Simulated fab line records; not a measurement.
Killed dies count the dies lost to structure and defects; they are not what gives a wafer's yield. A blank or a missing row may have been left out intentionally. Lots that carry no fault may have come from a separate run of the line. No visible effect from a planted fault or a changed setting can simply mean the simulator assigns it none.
Matching of chambers + flow berkeley cmos170 + UCB170_NWELL_ETCH_13 on rie diel-01: 4 sister chambers
The step etches Si3N4 in CH3F/Ar/O2, stops on SiO2, target depth 246.4 nm, time 154 s. 8 wafers are shown with their chamber, then 7 later ones without.

## WAFERS PAIRED WITH THEIR CHAMBERS
| wafer  | chamber | throttle valve pct (%) | drypump motor current A (A) |
|--------|---------|------------------------|-----------------------------|
| L339.5 | 2       | 8.01                   | 5.8                         |
| L340.3 | 3       | 8.24                   | 5.5                         |
| L340.5 | 1       | 8.17                   | 5.2                         |
| L342.2 | 0       | 7.92                   | 4.9                         |
| L342.4 | 3       | 8.26                   | 5.6                         |
| L342.6 | 2       | 8.01                   | 5.8                         |
| L347.1 | 0       | 7.94                   | 4.9                         |
| L347.4 | 1       | 8.16                   | 5.3                         |

## WAFERS MISSING THEIR CHAMBER
| wafer  | throttle valve pct (%) | drypump motor current A (A) |
|--------|------------------------|-----------------------------|
| L347.5 | 8.23                   | 5.5                         |
| L350.2 | 8.26                   | 5.5                         |
| L350.5 | 8.03                   | 5.8                         |
| L350.6 | 8.16                   | 5.3                         |
| L353.1 | 8.17                   | 5.3                         |
| L353.2 | 8.01                   | 5.7                         |
| L353.4 | 8.25                   | 5.5                         |

## THE CHAMBER EACH PASSED THROUGH
| wafer  | from the rows above | in truth |
|--------|---------------------|----------|
| L347.5 | 3                   | 3        |
| L350.2 | 3                   | 3        |
| L350.5 | 2                   | 2        |
| L350.6 | 1                   | 1        |
| L353.1 | 1                   | 1        |
| L353.2 | 2                   | 2        |
| L353.4 | 3                   | 3        |
Correctly placed: 7 of 7. From these rows, 0 cannot be placed. Number placed wrongly: 0.
How it was worked out, from the rows above alone: a wafer's distance from a chamber is the root of the sum, over the readings, of the square of ((its reading less the chamber's mean) divided by the reading's scatter). The wafer belongs to the nearest chamber; if the next one is less than 2 further off, it can't be placed. For every chamber, the mean is computed from those of its wafers that are shown. The scatter: the root of (the sum of the squares of (reading less its chamber's mean) over the shown wafers, divided by (wafers less chambers)).
